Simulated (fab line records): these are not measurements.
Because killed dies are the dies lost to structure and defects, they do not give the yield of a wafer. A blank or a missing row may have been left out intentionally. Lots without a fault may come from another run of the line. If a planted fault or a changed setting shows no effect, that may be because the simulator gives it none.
8D (eight disciplines) problem report, filled in by code :: flow berkeley cmos170 :: the parts of the form that need people (team, actions taken, sign-off) are left out

## 1. WHAT IS WRONG
run length s at UCB170_SCREENOX_WET_ETCH_00 reads a mean of 252 s on 6 wafers of 2 lots; wafers without a fault read 228 s with a standard deviation of 3.4. That is +6.9 standard deviations from the usual mean.
The step: etches SiO2 in dHF, time 200 s.
First seen on wafer L306.1, day 8 07:04, on wet bench-03. The record has a number at this step for 42 wafers belonging to 14 lots. By rule, "out" or "out of limits" means more than 4 standard deviations away from the usual mean. The other wafers with a number count as sound.

## 2. WHAT IT IS, AND WHAT IT ISN'T
question: which readings at this step
is: run length s
is not: -

question: which lots
is: L306, L308
is not: L291, L292, L293, L295, L297, L298, L299, L300, L301, L302, L304, L305

question: which wafers of those lots
is: all that have a number
is not: -

question: read on which tools
is: wet bench-03
is not: wet bench-01

question: when
is: from day 8 07:04
is not: up to then (36 sound wafers)

## 3. WHAT RULES OUT EACH SUSPECT
Counting: a tool at any process step up to the reading remains a suspect when it ran all the lots that are out and ran no sound lot after the first of those.
- wet bench-03 at UCB170_SCREENOX_WET_ETCH_00 (etches SiO2 in dHF, time 200 s): kept. All lots that are out passed through it, beginning with L306 at day 8 07:04, and no sound lot followed; its final sound lot before that point was L305 at day 7 22:41. On those wafers its own readings are out: run length s.
After counting, what remains is wet bench-03 at UCB170_SCREENOX_WET_ETCH_00.

## 4. THE CAUSE (what the simulator had put in)
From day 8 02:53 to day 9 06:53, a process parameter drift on wet bench-03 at UCB170_SCREENOX_WET_ETCH_00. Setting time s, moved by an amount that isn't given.
Only this tool survived the counting.

## 5. THE EFFECT CHAIN, in route order
One row per reading whose mean, taken over the struck wafers that have a number, lies over 3 standard deviations from the usual. Readings are gone through only where the record gives a usual standard deviation; hours: the median, over the lots, of the time from a lot's start at the first step in this table giving one to that lot's start at this step; sigmas: the change measured in usual standard deviations.
hours: 0
step: UCB170_SCREENOX_WET_ETCH_00
reading: run length s
usual: 228 s
on struck wafers: 252
change: +24
sigmas: +6.9
Its process steps:
- UCB170_SCREENOX_WET_ETCH_00: etches SiO2 in dHF, time 200 s.
Later steps that measure or inspect, where all struck wafers having a row at the step show a number for every such reading and not one has moved that far: UCB170_PSD_CD_MEAS_06.

## 6. HOW IT WOULD HAVE BEEN CAUGHT EARLIER
In this record no reading fell out of limits until day 8 07:04, 4 hours after the fault had begun at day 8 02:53.
